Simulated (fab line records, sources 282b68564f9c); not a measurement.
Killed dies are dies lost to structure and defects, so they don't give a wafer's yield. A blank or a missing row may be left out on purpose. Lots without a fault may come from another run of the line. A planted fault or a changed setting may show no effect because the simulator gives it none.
Split-lot experiment | flow rit_cmos | 5 lots, 16 wafers read, on a route of 202 steps

THE SPLIT
At RIT_M1_METAL_ETCH_12 (etches Al in Cl2/BCl3, stops on SiO2, time 165 s, target depth 600 nm), the setting time_s was moved away from the recipe's 165 s on 5 of the 16 wafers read, by -9.8% to +8.6%. The other wafers ran this setting at the recipe's value.

The reading is taken at the split's own step.

THE READING
NOVOLAK_of_M1_COAT_04.thk_nm (the simulator's own value, which no gauge read), in nm, at RIT_M1_METAL_ETCH_12 (etches Al in Cl2/BCl3, stops on SiO2, time 165 s, target depth 600 nm). The file gives no usual value for it. The 11 wafers here that ran the recipe average 798.2 nm, standard deviation 3.9 nm.

wafer  | tool, chamber at the split | time_s as run, s | against the recipe | NOVOLAK_of_M1_COAT_04.thk_nm, nm | against lot-mates on the recipe
L077.1 | rie_metal-04, 1            | 165              | recipe             | 799.7                            | -
L077.2 | rie_metal-04, 0            | 165              | recipe             | 797                              | -
L077.3 | rie_metal-04, 1            | 165              | recipe             | 802.4                            | -
L077.4 | rie_metal-04, 0            | 165              | recipe             | 798.5                            | -
L077.6 | rie_metal-04, 1            | 165              | recipe             | 800.6                            | -
L081.4 | rie_metal-01, 0            | 156.4            | -5.2%              | 808.7                            | no lot-mate on the recipe
L081.6 | rie_metal-01, 0            | 156.4            | -5.2%              | 804.1                            | no lot-mate on the recipe
L082.2 | rie_metal-03, 1            | 165              | recipe             | 799.4                            | -
L082.4 | rie_metal-03, 0            | 179.2            | +8.6%              | 760.3                            | -36.6
L082.5 | rie_metal-03, 0            | 165              | recipe             | 794.4                            | -
L084.2 | rie_metal-01, 1            | 148.8            | -9.8%              | 824.1                            | +36.0
L084.3 | rie_metal-01, 1            | 148.8            | -9.8%              | 820                              | +31.9
L084.5 | rie_metal-01, 1            | 165              | recipe             | 788.1                            | -
L085.1 | rie_metal-03, 1            | 165              | recipe             | 799.2                            | -
L085.2 | rie_metal-03, 0            | 165              | recipe             | 797.8                            | -
L085.4 | rie_metal-03, 1            | 165              | recipe             | 803                              | -

THE FIT
A straight line over all 16 wafers: NOVOLAK_of_M1_COAT_04.thk_nm changes by -2.89 nm for each +1% of time_s; r = -0.92; the points scatter about the line by 5.4 nm.
The same after taking each lot's own level away (the mean of its wafers on the recipe; 14 wafers): -3.71 nm for each +1%; r = -0.99; scatter 2.6 nm.
On that fit, the largest move of time_s shifts the reading by 36 nm.
The lots' own levels span 788.10 to 800.00 nm, that is 3.0 times the standard deviation above.
So the lot-to-lot level changes the slope: the two fits differ.
Check: with one of the wafers moved furthest among these (-9.8%) left out of the fit, the line predicts +35.5 nm for it against its lot-mates. It came out at +36 nm against them.

OTHER SPLITS ON THESE WAFERS
These wafers also went through other splits before the reading. Each is held against what the fit with the lots' levels taken away leaves over:
other split on the same wafers | wafers away from the commonest value | r with NOVOLAK_of_M1_COAT_04.thk_nm (lot level and that fit taken away)
RIT_NSD_COAT_01 spin_rpm       | 6                                    | -0.29
RIT_NSD_IMPLANT_08 dose_cm2    | 5                                    | -0.33
RIT_SDANNEAL_CLEAN_01 time_s   | 8                                    | -0.31
RIT_SILICIDE_SPUTTER_01 time_s | 5                                    | +0.46
RIT_CONTACT_CVD_00 time_s      | 6                                    | -0.06
RIT_CONTACT_ETCH_11 time_s     | 5                                    | -0.02
RIT_M1_SPUTTER_00 power_w      | 2                                    | -0.02

THE FILE'S OWN FIT
NOVOLAK_of_M1_COAT_04.thk_nm changes by -3.8 nm for each +1% of time_s, r = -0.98.
